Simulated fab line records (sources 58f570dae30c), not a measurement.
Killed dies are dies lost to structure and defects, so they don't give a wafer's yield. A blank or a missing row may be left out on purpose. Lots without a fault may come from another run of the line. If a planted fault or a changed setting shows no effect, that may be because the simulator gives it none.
fab line records	flow berkeleyCmos170	part 1 of 2: steps 1 to 34 of 43
record: lots: 7	wafers: 21	lastDay: 12
route steps=331 shown M2@282 V2@292 M3@309
lots with no fault: from the same line, run without faults
startH: hours from the record's first day to the start of the lot's first wafer shown	waitH: hours from the lot's prior step to this one	" same as the row above	L1.1+2: one row covering several wafers at once	- value missing, or start not given	* or withheld: withheld	< > ~ a bound
route shown NAME@n: a module of which the file shows steps, and the number in the route of the first	usual: the fault-free wafers' mean and standard deviation	same: alike in all rows	chamber/n: place in a boat	sites: readings site by site	_std_site: their standard deviation	_edge_site: the outer-site mean with the inner-site mean subtracted	radiusMm: for every site, how far away it sits from the centre of the wafer	mask NAME#n: copy n	behind: the tool/chamber that last shaped the wafer	hold: cause of the lot's hold/its duration in hours/its outcome	device: which transistor (n, p or np) failed to switch	end of line: the tests these same wafers got at the end of their route	a step given without rows: its recipe and nothing more	killed: dies that structure and defects cost at the first sort, which is not the same as the wafer's yield	map: a wafer's dies, x killed, . not, _ none there
set.NAME: the setting the step ran with; set.NAME@STEP: the setting that earlier step ran with	model.NAME: the simulator's own value behind a step, which no gauge read
a table for each step, a row for each wafer; lots at some steps of the route
services: the hour from which a tool's chamber was out of use, counted from the record's first day as startH (under 0 if before that day), plus the number of hours and why
== steps ==
step: UCB170_M2_SOFTBAKE_11
recipe: resist: KrF	tempC: 130	timeS: 60
step: UCB170_M2_EXPOSE_12
recipe: maskId: METAL2	targetCdNm: 700	na: 0.5	sigmaOuter: 0.6	sourceShape: conventional	doseMj: 26
step: UCB170_M2_PEB_13
recipe: pebTempC: 130	pebTimeS: withheld	resist: KrF
step: UCB170_M2_DEVELOP_14
recipe: developer: TMAH	developTimeS: 45	resist: KrF	devTempC: 21
step: UCB170_M2_CD_MEAS_15
recipe: targetCdNm: 700
usual: cdNm: 699.7/1.3
lot.wafer	tool	chamber	startH	waitH	cdNm
L908.2	cdSem-02	-	200.60	-	700.9
L908.3	"	-	"	"	701.3
L908.5	"	-	"	"	700.6
L913.1	cdSem-01	-	216.61	-	699.3
L913.4	"	-	"	"	697.7
L913.6	"	-	"	"	698.7
L915.1	cdSem-02	-	229.92	-	698.2
L915.2	"	-	"	"	699.2
L915.4	"	-	"	"	699.0
L917.1	cdSem-01	-	239.52	-	696.6
L917.2	"	-	"	"	697.5
L917.3	"	-	"	"	697.8
L920.1	cdSem-02	-	256.99	-	699.5
L920.3	"	-	"	"	700.2
L920.4	"	-	"	"	699.3
L922.1	cdSem-02	-	267.48	-	699.1
L922.3	"	-	"	"	698.4
L922.6	"	-	"	"	697.7
L924.1	cdSem-02	-	271.95	-	701.1
L924.2	"	-	"	"	699.5
L924.6	"	-	"	"	701.3
step: UCB170_M2_OVL_MEAS_16
usual: M2_OVL: 1/5.9
lot.wafer	tool	chamber	startH	waitH	M2_OVL[nm]
L908.2	overlay-02	-	200.71	0.1	-4
L908.3	"	-	"	"	-5
L908.5	"	-	"	"	3
L913.1	overlay-02	-	216.73	0.1	-1
L913.4	"	-	"	"	-4
L913.6	"	-	"	"	-4
L915.1	overlay-02	-	230.04	0.1	9
L915.2	"	-	"	"	4
L915.4	"	-	"	"	-4
L917.1	overlay-01	-	239.64	0.1	-2
L917.2	"	-	"	"	2
L917.3	"	-	"	"	-3
L920.1	overlay-01	-	257.11	0.1	6
L920.3	"	-	"	"	4
L920.4	"	-	"	"	-3
L922.1	overlay-01	-	267.60	0.1	-1
L922.3	"	-	"	"	-3
L922.6	"	-	"	"	0
L924.1	overlay-01	-	272.07	0.1	-1
L924.2	"	-	"	"	2
L924.6	"	-	"	"	2
step: UCB170_M2_ETCH_17
recipe: chemistry: N2/H2	targetDepthA: withheld	overetchA: withheld	target: BARC	timeS: withheld	sourceW: 500	biasW: 100	pressureMtorr: 30	n2FlowSccm: 100	h2FlowSccm: 200
usual: drypumpMotorCurrentA: 5.8/0.36	oesProductAu: 0.998/0.014	throttleValvePct: 13.20/0.17
lot.wafer	tool	chamber	startH	waitH	drypumpMotorCurrentA	oesProductAu	throttleValvePct
L908.2	rieDiel-04	0	200.74	0.0	6.3	1.003	13.25
L908.3	"	3	"	"	5.7	0.986	13.07
L908.5	"	3	"	"	5.6	0.984	13.06
L913.1	rieDiel-04	2	216.77	0.0	6.0	1.001	13.05
L913.4	"	3	"	"	5.6	0.992	13.05
L913.6	"	0	"	"	6.3	1.008	13.25
L915.1	rieDiel-04	2	230.07	0.0	6.0	1.000	13.02
L915.2	"	1	"	"	5.7	1.017	13.23
L915.4	"	3	"	"	5.7	0.997	13.07
L917.1	rieDiel-03	2	239.68	0.0	6.0	0.985	13.03
L917.2	"	1	"	"	5.5	0.997	13.46
L917.3	"	3	"	"	5.3	0.998	13.25
L920.1	rieDiel-03	1	257.15	0.0	5.5	0.984	13.47
L920.3	"	2	"	"	6.0	0.978	13.05
L920.4	"	3	"	"	5.2	1.007	13.24
L922.1	rieDiel-03	1	267.64	0.0	5.5	0.990	13.45
L922.3	"	2	"	"	6.0	0.985	13.03
L922.6	"	3	"	"	5.3	1.017	13.25
L924.1	rieDiel-04	1	272.10	0.0	5.7	1.034	13.22
L924.2	"	0	"	"	6.3	1.006	13.26
L924.6	"	3	"	"	5.7	0.988	13.06
step: UCB170_M2_METAL_ETCH_18
recipe: chemistry: Cl2/BCl3	target: Al	stopOn: SiO2	pressureMtorr: 12	targetDepthA: 11700	overEtchFrac: 0.3	timeS: 195	icpW: 600	biasW: 120	Cl2_flow_sccm: 90	bcl3FlowSccm: 45
usual: drypumpMotorCurrentA: 5.9/0.46	oesProductAu: 0.853/0.0085	throttleValvePct: 24.36/0.28
lot.wafer	tool	chamber	startH	waitH	drypumpMotorCurrentA	oesProductAu	rfHoursCounterH	throttleValvePct
L908.2	rieMetal-01	1	200.78	-	5.8	0.871	0	24.78
L908.3	"	0	"	"	5.1	0.855	-	24.61
L908.5	"	0	"	"	5.1	0.859	-	24.60
L913.1	rieMetal-01	0	216.81	-	5.1	0.856	3	24.59
L913.4	"	1	"	"	5.8	0.858	-	24.78
L913.6	"	0	"	"	5.1	0.863	-	24.63
L915.1	rieMetal-03	1	230.12	-	6.6	0.854	8	24.09
L915.2	"	0	"	"	6.1	0.863	3	23.98
L915.4	"	1	"	"	6.6	0.856	-	24.10
L917.1	rieMetal-04	0	239.72	-	5.9	0.844	2	24.28
L917.2	"	0	"	"	5.9	0.847	-	24.26
L917.3	"	0	"	"	5.9	0.853	-	24.25
L920.1	rieMetal-03	0	257.19	-	6.1	0.854	4	24.00
L920.3	"	1	"	"	6.6	0.853	-	24.07
L920.4	"	0	"	"	6.1	0.857	-	23.98
L922.1	rieMetal-01	1	267.68	-	5.8	0.867	2	24.78
L922.3	"	0	"	"	5.1	0.859	-	24.61
L922.6	"	0	"	"	5.1	0.862	-	24.61
L924.1	rieMetal-03	1	272.14	-	6.6	0.848	9	24.08
L924.2	"	0	"	"	6.1	0.848	4	23.98
L924.6	"	0	"	"	6.1	0.856	-	24.00
step: UCB170_M2_STRIP_19
recipe: chemistry: O2	powerW: 400	pressureMtorr: 3500	platenTempC: withheld	o2FlowSccm: 400	overashFraction: 0.5
step: UCB170_M2_CD_MEAS_90
recipe: targetCdNm: 700
usual: cdNm: 701/3.3
lot.wafer	tool	chamber	startH	waitH	cdNm
L908.2	cdSem-01	-	201.09	0.1	698
L908.3	"	-	"	"	700
L908.5	"	-	"	"	698
L913.1	cdSem-01	-	217.10	0.1	698
L913.4	"	-	"	"	698
L913.6	"	-	"	"	696
L915.1	cdSem-02	-	230.40	0.1	695
L915.2	"	-	"	"	700
L915.4	"	-	"	"	701
L917.1	cdSem-01	-	240.19	0.1	695
L917.2	"	-	"	"	700
L917.3	"	-	"	"	699
L920.1	cdSem-02	-	257.48	0.1	699
L920.3	"	-	"	"	700
L920.4	"	-	"	"	700
L922.1	cdSem-02	-	267.97	0.1	701
L922.3	"	-	"	"	697
L922.6	"	-	"	"	696
L924.1	cdSem-02	-	272.43	0.1	702
L924.2	"	-	"	"	697
L924.6	"	-	"	"	703
step: UCB170_V2_CVD_00
recipe: material: SiO2	targetThkNm: 2000	tempC: 390	precursor: TEOS/O2	timeS: 250	rfW: 550	pressureMtorr: 9000
usual: heaterPowerW: 246/55	pressureMtorr: 8999/19	susceptorTempC: 389.99/0.21
lot.wafer	tool	chamber	startH	waitH	heaterPowerW	pressureMtorr	susceptorTempC
L908.2	pecvd-03	2	201.19	0.1	272	9011	389.97
L908.3	"	1	"	"	267	9032	390.30
L908.5	"	2	"	"	337	9023	390.01
L913.1	pecvd-04	1	217.22	0.1	249	8998	390.17
L913.4	"	1	"	"	320	8998	389.79
L913.6	"	0	"	"	234	9012	389.98
L915.1	pecvd-03	0	230.52	0.1	216	8940	390.12
L915.2	"	1	"	"	201	9010	389.70
L915.4	"	2	"	"	251	9021	390.06
L917.1	pecvd-04	0	240.31	0.1	260	8984	389.75
L917.2	"	2	"	"	250	8987	390.43
L917.3	"	1	"	"	334	9023	390.09
L920.1	pecvd-04	2	257.60	0.1	257	9002	390.08
L920.3	"	0	"	"	252	9024	390.29
L920.4	"	0	"	"	311	9024	389.87
L922.1	pecvd-03	2	268.09	0.1	282	8972	390.34
L922.3	"	0	"	"	243	8997	389.89
L922.6	"	2	"	"	339	8987	389.94
L924.1	pecvd-04	0	272.55	0.1	279	9024	390.00
L924.2	"	1	"	"	286	8990	390.12
L924.6	"	1	"	"	342	9000	390.17
step: UCB170_V2_THK_MEAS_01
recipe: reads: SiO2_of_V2_CVD_00
usual: V2_TEOS_THK: 1997/23
lot.wafer	tool	chamber	startH	waitH	V2_TEOS_THK[nm]
L908.2	filmMetro-01	-	201.35	0.1	2005
L908.3	"	-	"	"	1991
L908.5	"	-	"	"	2013
L913.1	filmMetro-02	-	217.37	0.1	1999
L913.4	"	-	"	"	2027
L913.6	"	-	"	"	2000
L915.1	filmMetro-01	-	230.68	0.1	2007
L915.2	"	-	"	"	1973
L915.4	"	-	"	"	2019
L917.1	filmMetro-02	-	240.47	0.1	1984
L917.2	"	-	"	"	1951
L917.3	"	-	"	"	1954
L920.1	filmMetro-03	-	257.75	0.1	1966
L920.3	"	-	"	"	1992
L920.4	"	-	"	"	2033
L922.1	filmMetro-01	-	268.24	0.1	1966
L922.3	"	-	"	"	1998
L922.6	"	-	"	"	2036
L924.1	filmMetro-03	-	272.71	0.1	1983
L924.2	"	-	"	"	2026
L924.6	"	-	"	"	2017
step: UCB170_V2_CMP_02
recipe: material: SiO2	downForcePsi: 6	platenRpm: 60	padVelocityMS: 0.75398
usual: motorCurrentA: 16.2/1.7	slurryFilterDpKPa: 13.50/0.14
lot.wafer	tool	chamber	startH	waitH	motorCurrentA	slurryFilterDpKPa
L908.3	cmp-01	2	201.40	0.0	16.0	13.37
L908.2	"	3	"	"	17.6	13.42
L908.5	"	3	"	"	19.3	13.45
L913.4	cmp-02	0	217.43	0.0	13.6	13.49
L913.1	"	3	"	"	15.4	13.42
L913.6	"	1	"	"	16.6	13.68
L915.1	cmp-01	3	230.74	0.1	18.2	13.58
L915.2	"	0	"	"	15.7	13.45
L915.4	"	1	"	"	18.1	13.51
L917.3	cmp-01	0	240.53	0.0	15.7	13.40
L917.1	"	2	"	"	15.9	13.45
L917.2	"	3	"	"	18.4	13.72
L920.1	cmp-01	0	257.86	0.1	15.9	13.54
L920.3	"	1	"	"	18.4	13.60
L920.4	"	2	"	"	16.3	13.39
L922.3	cmp-01	0	268.35	0.1	16.4	13.48
L922.1	"	2	"	"	15.6	13.58
L922.6	"	0	"	"	16.0	13.36
L924.1	cmp-02	1	272.82	0.1	15.9	13.49
L924.2	"	3	"	"	14.5	13.50
L924.6	"	1	"	"	17.4	13.48
step: UCB170_V2_BOW_MEAS_03
recipe: mode: bow
usual: V2_BOW: 36/6.6
lot.wafer	tool	chamber	startH	waitH	V2_BOW[um]
L908.2	filmMetro-01	-	201.72	0.2	33
L908.3	"	-	"	"	36
L908.5	"	-	"	"	37
L913.1	filmMetro-03	-	217.73	0.1	40
L913.4	"	-	"	"	28
L913.6	"	-	"	"	38
L915.1	filmMetro-03	-	231.04	0.2	36
L915.2	"	-	"	"	52
L915.4	"	-	"	"	32
L917.1	filmMetro-01	-	240.83	0.1	38
L917.2	"	-	"	"	39
L917.3	"	-	"	"	31
L920.1	filmMetro-03	-	258.11	0.2	26
L920.3	"	-	"	"	38
L920.4	"	-	"	"	33
L922.1	filmMetro-03	-	268.60	0.1	35
L922.3	"	-	"	"	31
L922.6	"	-	"	"	31
L924.1	filmMetro-01	-	273.07	0.2	39
L924.2	"	-	"	"	33
L924.6	"	-	"	"	41
step: UCB170_V2_THK_MEAS_04
recipe: reads: SiO2_of_V2_CVD_00
usual: V2_POLISHED_THK: 1000.5/1.1
lot.wafer	tool	chamber	startH	waitH	V2_POLISHED_THK[nm]
L908.2	filmMetro-01	-	201.83	0.1	1001.5
L908.3	"	-	"	"	999.7
L908.5	"	-	"	"	1000.2
L913.1	filmMetro-03	-	217.85	0.1	999.4
L913.4	"	-	"	"	1000.0
L913.6	"	-	"	"	1002.0
L915.1	filmMetro-03	-	231.16	0.1	999.4
L915.2	"	-	"	"	1001.7
L915.4	"	-	"	"	999.8
L917.1	filmMetro-01	-	240.95	0.1	1001.0
L917.2	"	-	"	"	1000.8
L917.3	"	-	"	"	998.6
L920.1	filmMetro-03	-	258.23	0.1	1001.3
L920.3	"	-	"	"	999.3
L920.4	"	-	"	"	1000.0
L922.1	filmMetro-03	-	268.72	0.1	1001.7
L922.3	"	-	"	"	1001.4
L922.6	"	-	"	"	1002.0
L924.1	filmMetro-01	-	273.19	0.1	999.6
L924.2	"	-	"	"	999.5
L924.6	"	-	"	"	1000.5
step: UCB170_V2_CLEAN_05
recipe: chemistry: DIW
step: UCB170_V2_HMDS_06
recipe: primeTimeS: 60	primeTempC: 100
step: UCB170_V2_COAT_07
recipe: resist: KrF	spinRpm: 1500	resistThkNm: 900
step: UCB170_V2_SOFTBAKE_08
recipe: resist: KrF	tempC: 130	timeS: 60
step: UCB170_V2_EXPOSE_09
recipe: maskId: VIA2	targetCdNm: 700	na: 0.5	sigmaOuter: 0.6	sourceShape: conventional	doseMj: 37
step: UCB170_V2_PEB_10
recipe: pebTempC: 130	pebTimeS: withheld	resist: KrF
step: UCB170_V2_DEVELOP_11
recipe: developer: TMAH	developTimeS: 45	resist: KrF	devTempC: 21
step: UCB170_V2_CD_MEAS_12
recipe: targetCdNm: 700
usual: cdNm: 700.1/1.5
lot.wafer	tool	chamber	startH	waitH	cdNm
L908.2	cdSem-02	-	203.22	-	699.6
L908.3	"	-	"	"	700.8
L908.5	"	-	"	"	701.2
L913.1	cdSem-01	-	218.95	-	699.0
L913.4	"	-	"	"	699.0
L913.6	"	-	"	"	699.3
L915.1	cdSem-02	-	232.36	-	696.5
L915.2	"	-	"	"	696.8
L915.4	"	-	"	"	698.1
L917.1	cdSem-01	-	242.85	-	702.2
L917.2	"	-	"	"	703.2
L917.3	"	-	"	"	702.3
L920.1	cdSem-01	-	259.91	-	698.8
L920.3	"	-	"	"	699.1
L920.4	"	-	"	"	699.5
L922.1	cdSem-01	-	270.13	-	701.5
L922.3	"	-	"	"	701.2
L922.6	"	-	"	"	700.4
L924.1	cdSem-02	-	274.53	-	699.9
L924.2	"	-	"	"	701.1
L924.6	"	-	"	"	701.1
step: UCB170_V2_OVL_MEAS_13
usual: V2_OVL: -1/4.6
lot.wafer	tool	chamber	startH	waitH	V2_OVL[nm]
L908.2	overlay-02	-	203.33	0.1	0
L908.3	"	-	"	"	3
L908.5	"	-	"	"	-4
L913.1	overlay-02	-	219.07	0.1	-6
L913.4	"	-	"	"	-12
L913.6	"	-	"	"	-9
L915.1	overlay-01	-	232.48	0.1	5
L915.2	"	-	"	"	1
L915.4	"	-	"	"	5
L917.1	overlay-01	-	242.97	0.1	3
L917.2	"	-	"	"	-6
L917.3	"	-	"	"	1
L920.1	overlay-01	-	260.03	0.1	-6
L920.3	"	-	"	"	-3
L920.4	"	-	"	"	-3
L922.1	overlay-02	-	270.25	0.1	0
L922.3	"	-	"	"	1
L922.6	"	-	"	"	5
L924.1	overlay-01	-	274.65	0.1	7
L924.2	"	-	"	"	3
L924.6	"	-	"	"	-1
step: UCB170_V2_ETCH_14
recipe: chemistry: CHF3/CF4/Ar	target: SiO2	stopOn: Al	CHF3_flow_sccm: 45	cf4FlowSccm: 15	Ar_flow_sccm: 150	pressureMtorr: 200	rfW: 700	targetDepthA: 12500	overEtchFrac: 0.25	timeS: 291
usual: drypumpMotorCurrentA: 5.9/0.41	oesProductAu: 0.879/0.0071	throttleValvePct: 6.91/0.1
lot.wafer	tool	chamber	startH	waitH	drypumpMotorCurrentA	oesProductAu	rfHoursCounterH	throttleValvePct
L908.2	rieDiel-01	0	203.36	0.0	5.7	0.889	57	6.93
L908.3	"	2	"	"	6.7	0.880	98	6.86
L908.5	"	3	"	"	5.5	0.866	-	6.79
L913.1	rieDiel-02	1	219.10	0.0	5.5	0.891	72	7.09
L913.4	"	2	"	"	5.5	0.877	139	6.80
L913.6	"	3	"	"	6.3	0.871	-	6.96
L915.1	rieDiel-01	2	232.52	0.0	6.6	0.884	100	6.86
L915.2	"	3	"	"	5.5	0.875	5	6.78
L915.4	"	1	"	"	5.5	0.879	1	6.97
L917.1	rieDiel-01	1	243.01	0.0	5.4	0.885	1	6.99
L917.2	"	0	"	"	5.7	0.887	59	6.96
L917.3	"	2	"	"	6.7	0.883	101	6.88
L920.1	rieDiel-04	1	260.07	0.0	5.6	0.884	8	6.83
L920.3	"	2	"	"	6.0	0.879	26	6.81
L920.4	"	2	"	"	6.0	0.882	-	6.81
L922.1	rieDiel-04	3	270.29	0.0	5.7	0.878	8	6.79
L922.3	"	0	"	"	6.3	0.884	19	6.94
L922.6	"	3	"	"	5.6	0.885	-	6.77
L924.1	rieDiel-02	0	274.68	0.0	6.0	0.878	9	7.04
L924.2	"	1	"	"	5.5	0.884	75	7.07
L924.6	"	2	"	"	5.5	0.873	-	6.81
step: UCB170_V2_STRIP_15
recipe: chemistry: O2	powerW: 400	pressureMtorr: 3500	platenTempC: withheld	o2FlowSccm: 400	overashFraction: 0.5
usual: drypumpMotorCurrentA: 5.6/0.54	oesProductAu: 0.722/0.0045	stripTimeToEndpointS: 15.38/0.087
lot.wafer	tool	chamber	startH	waitH	drypumpMotorCurrentA	oesProductAu	rfHoursCounterH	stripTimeToEndpointS
L908.2	plasmaAsher-03	0	203.54	0.1	6.1	0.722	6	15.38
L908.3	"	1	"	"	4.9	0.714	-	15.52
L908.5	"	0	"	"	6.1	0.726	-	15.45
L913.1	plasmaAsher-03	0	219.28	0.1	6.1	0.725	9	15.34
L913.4	"	0	"	"	6.1	0.723	-	15.31
L913.6	"	1	"	"	4.9	0.725	-	15.30
L915.1	plasmaAsher-01	1	232.70	0.1	5.5	0.718	59	15.45
L915.2	"	0	"	"	5.0	0.725	59	15.27
L915.4	"	1	"	"	5.5	0.718	-	15.28
L917.1	plasmaAsher-01	0	243.18	0.1	5.0	0.722	60	15.38
L917.2	"	1	"	"	5.5	0.729	60	15.45
L917.3	"	1	"	"	5.6	0.717	-	15.55
L920.1	plasmaAsher-01	1	260.25	0.1	5.5	0.714	62	15.24
L920.3	"	0	"	"	5.0	0.721	-	15.39
L920.4	"	1	"	"	5.6	0.723	-	15.43
L922.1	plasmaAsher-03	0	270.47	0.1	6.0	0.717	15	15.33
L922.3	"	0	"	"	6.1	0.722	-	15.23
L922.6	"	1	"	"	4.9	0.731	-	15.54
L924.1	plasmaAsher-02	1	274.86	0.1	6.1	0.726	49	15.40
L924.2	"	0	"	"	6.0	0.716	49	15.37
L924.6	"	0	"	"	6.1	0.725	-	15.37
step: UCB170_V2_CD_MEAS_90
recipe: targetCdNm: 700
usual: cdNm: 700.0/1.8
lot.wafer	tool	chamber	startH	waitH	cdNm
L908.2	cdSem-02	-	203.66	0.1	699.9
L908.3	"	-	"	"	700.6
L908.5	"	-	"	"	700.7
L913.1	cdSem-01	-	219.38	0.1	698.1
L913.4	"	-	"	"	698.9
L913.6	"	-	"	"	700.3
L915.1	cdSem-02	-	232.83	0.1	695.5
L915.2	"	-	"	"	696.1
L915.4	"	-	"	"	697.6
L917.1	cdSem-01	-	243.28	0.1	701.7
L917.2	"	-	"	"	702.7
L917.3	"	-	"	"	701.9
L920.1	cdSem-01	-	260.35	0.1	698.9
L920.3	"	-	"	"	700.0
L920.4	"	-	"	"	699.3
L922.1	cdSem-02	-	270.57	0.1	700.8
L922.3	"	-	"	"	701.9
L922.6	"	-	"	"	700.2
L924.1	cdSem-02	-	274.96	0.1	700.3
L924.2	"	-	"	"	699.8
L924.6	"	-	"	"	700.2
step: UCB170_M3_PRE_CLEAN_00
recipe: gas: Ar	precleanEtchTimeS: 60
step: UCB170_M3_SPUTTER_01
recipe: material: Al	targetThkNm: 900	timeS: 120	powerW: 6000	chamberPressurePa: 0.5
step: UCB170_M3_RS_MEAS_02
recipe: thkMeasGauge: four-point-probe	reads: Al_of_M3_SPUTTER_01
usual: M3_AL_RS: 0.0320/0.00036
lot.wafer	tool	chamber	startH	waitH	M3_AL_RS[ohm/sq]
L908.2	filmMetro-01	-	203.93	0.1	0.0319
L908.3	"	-	"	"	0.0317
L908.5	"	-	"	"	0.0318
L913.1	filmMetro-04	-	219.65	0.0	0.0318
L913.4	"	-	"	"	0.0320
L913.6	"	-	"	"	0.0317
L915.1	filmMetro-02	-	233.10	0.0	0.0315
L915.2	"	-	"	"	0.0319
L915.4	"	-	"	"	0.0322
L917.1	filmMetro-04	-	243.55	0.0	0.0325
L917.2	"	-	"	"	0.0319
L917.3	"	-	"	"	0.0322
L920.1	filmMetro-04	-	260.62	0.0	0.0321
L920.3	"	-	"	"	0.0326
L920.4	"	-	"	"	0.0326
L922.1	filmMetro-04	-	270.84	0.0	0.0317
L922.3	"	-	"	"	0.0319
L922.6	"	-	"	"	0.0320
L924.1	filmMetro-02	-	275.23	0.0	0.0317
L924.2	"	-	"	"	0.0317
L924.6	"	-	"	"	0.0318
step: UCB170_M3_THK_MEAS_03
recipe: thkMeasGauge: xrf	reads: Al_of_M3_SPUTTER_01
usual: M3_AL_THK: 907/11
lot.wafer	tool	chamber	startH	waitH	M3_AL_THK[nm]
L908.2	filmMetro-01	-	204.04	0.1	911
L908.3	"	-	"	"	918
L908.5	"	-	"	"	913
L913.1	filmMetro-04	-	219.77	0.1	899
L913.4	"	-	"	"	904
L913.6	"	-	"	"	907
L915.1	filmMetro-02	-	233.22	0.1	923
L915.2	"	-	"	"	916
L915.4	"	-	"	"	908
L917.1	filmMetro-04	-	243.67	0.1	894
L917.2	"	-	"	"	903
L917.3	"	-	"	"	902
L920.1	filmMetro-04	-	260.74	0.1	901
L920.3	"	-	"	"	889
L920.4	"	-	"	"	890
L922.1	filmMetro-04	-	270.96	0.1	904
L922.3	"	-	"	"	894
L922.6	"	-	"	"	902
L924.1	filmMetro-02	-	275.35	0.1	927
L924.2	"	-	"	"	924
L924.6	"	-	"	"	923
step: UCB170_M3_HMDS_04
recipe: primeTimeS: 60	primeTempC: 100
step: UCB170_M3_COAT_05
recipe: resist: KrF	spinRpm: 1500	resistThkNm: 900
step: UCB170_M3_SOFTBAKE_06
recipe: resist: KrF	tempC: 130	timeS: 60
